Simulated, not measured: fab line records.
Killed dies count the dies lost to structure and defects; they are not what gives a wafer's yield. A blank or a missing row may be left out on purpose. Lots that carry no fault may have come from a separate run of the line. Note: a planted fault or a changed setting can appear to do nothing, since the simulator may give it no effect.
Which tool was responsible?	flow berkeley-cmos170	42 wafers from 14 lots sampled at 3 of the route's 331 steps

## WHAT THE GAUGES SHOWED, per wafer
UCB170_M1_OVL_MEAS_10. Usual: M1_OVL typically reads 0 nm, with standard deviation 5.9.
lot	measured	on	M1_OVL (nm)	flag
L140	day 7 13:10	overlay-01	0 0 0	
L138	day 7 13:25	overlay-02	-4 3 -10	
L139	day 7 13:34	overlay-01	-1 -4 -3	
L145	day 8 07:44	overlay-02	0 2 -1	
L144	day 8 08:01	overlay-02	-5 -21 -8	
L149	day 9 05:42	overlay-02	6 5 6	
L147	day 9 05:19	overlay-02	-5 -6 -7	
L146	day 9 08:20	overlay-02	-3 -2 3	
L152	day 10 01:41	overlay-01	3 6 1	
L151	day 10 01:58	overlay-01	9 4 7	
L153	day 10 13:37	overlay-02	-1 0 -7	
L157	day 10 13:16	overlay-02	13 12 8	
L156	day 10 19:08	overlay-01	-3 -4 -7	
L161	day 11 16:03	overlay-02	-5 -7 0	

UCB170_V1_BOW_MEAS_03. Usual: V1_BOW typically reads 19 um, with standard deviation 7.3.
lot	measured	on	V1_BOW (um)	flag
L140	day 7 17:32	film-metro-04	32 16 31	
L138	day 7 17:32	film-metro-01	15 12 17	
L139	day 7 17:51	film-metro-03	20 18 23	
L145	day 8 14:01	film-metro-03	20 28 16	
L144	day 8 14:20	film-metro-01	17 9 19	
L149	day 9 10:34	film-metro-03	21 30 16	
L147	day 9 10:17	film-metro-04	17 18 10	
L146	day 9 12:25	film-metro-03	31 33 19	
L152	day 10 08:10	film-metro-04	11 29 11	
L151	day 10 08:08	film-metro-01	19 21 16	
L153	day 10 19:25	film-metro-03	9 25 15	
L157	day 10 19:07	film-metro-04	16 17 18	
L156	day 10 22:04	film-metro-01	12 23 18	
L161	day 11 22:06	film-metro-01	14 21 11	

## TOOL THAT RAN EACH LOT (tool first, then ch and the chambers of the sampled wafers, then the start)
lot	UCB170_GATE_SOFTBAKE_08
L140	litho-track-03 ch 0, day 6 12:00
L138	litho-track-04 ch 0, day 6 12:00
L139	litho-track-01 ch 0, day 6 12:00
L145	litho-track-04 ch 0, day 7 07:00
L144	litho-track-03 ch 0, day 7 07:00
L149	litho-track-03 ch 0, day 8 08:00
L147	litho-track-04 ch 0, day 8 08:00
L146	litho-track-04 ch 0, day 8 08:00
L152	litho-track-01 ch 0, day 8 20:00
L151	litho-track-03 ch 0, day 8 20:00
L153	litho-track-03 ch 0, day 9 13:00
L157	litho-track-03 ch 0, day 9 15:00
L156	litho-track-01 ch 0, day 9 16:00
L161	litho-track-03 ch 0, day 10 13:00
- UCB170_GATE_SOFTBAKE_08: time 60 s.

## WHAT THE TOOLS THEMSELVES READ (means of the sampled wafers that have a number; where no wafer has one, the mark that the record gives instead)
UCB170_GATE_SOFTBAKE_08. Usual: chill-plate-temp-C 22.99 C, standard deviation 0.11; exhaust-pa 45.0 Pa, standard deviation 0.78; heater-power-total-W 56.80 W, standard deviation 0.048; plate-temp-C 129.99 C, standard deviation 0.14.
lot	tool	chill-plate-temp-C (C)	exhaust-pa (Pa)	heater-power-total-W (W)	plate-temp-C (C)	flag
L140	litho-track-03	22.95	44.9	56.78	130.20	
L138	litho-track-04	23.06	44.9	56.76	130.09	
L139	litho-track-01	22.94	44.2	56.84	130.12	
L145	litho-track-04	23.07	44.8	56.81	129.97	
L144	litho-track-03	23.09	45.4	56.75	130.06	
L149	litho-track-03	22.90	44.1	56.78	129.95	
L147	litho-track-04	22.92	45.3	57.37	131.07	OFF
L146	litho-track-04	23.04	45.5	57.38	130.88	OFF
L152	litho-track-01	22.99	44.9	56.79	129.94	
L151	litho-track-03	22.95	44.9	56.80	129.96	
L153	litho-track-03	22.95	45.5	56.82	129.96	
L157	litho-track-03	22.84	45.7	56.81	129.85	
L156	litho-track-01	22.91	44.8	56.84	129.94	
L161	litho-track-03	22.96	45.5	56.81	130.05	

## THE ANSWER, worked out from the rows above alone
Rule: take the mean of a lot's wafers that have a number; if it is more than 3 standard deviations from the usual mean, the lot is off. A lot without any number at a reading at which 4 lots or more have one is off too. Any other lot the step has rows for is counted as sound. Order of review: gauges by route order, followed by the tools' own readings, for which a lot's mean as printed above is used. At the first step where some lot is off, the reading lying furthest off is the one used; lots without a number count as furthest.
Off: L147, L146, at UCB170_GATE_SOFTBAKE_08 (heater-power-total-W).
A tool fits if, at that step or a process step before it, it ran every lot that is off, and no sound lot after the first of them. One candidate fits, namely litho-track-04 at UCB170_GATE_SOFTBAKE_08. Its last sound lot is L145 (day 7 07:00), its first lot that is off L147 (day 8 08:00): a fault that began between those two fits.
The tool's own readings at UCB170_GATE_SOFTBAKE_08 bear it out: on the lots that are off they differ by more than 5 times the standard deviation of the sound lots' means. heater-power-total-W reads 57.38 W there against 56.80 W on the sound lots; plate-temp-C reads 130.97 C there against 130.01 C on the sound lots.

## WHAT HAD BEEN PUT IN BY THE SIMULATOR
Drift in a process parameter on litho-track-04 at UCB170_GATE_SOFTBAKE_08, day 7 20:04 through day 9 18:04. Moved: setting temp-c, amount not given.
Shown lots that were struck: L147, L146. The rule above found the same.
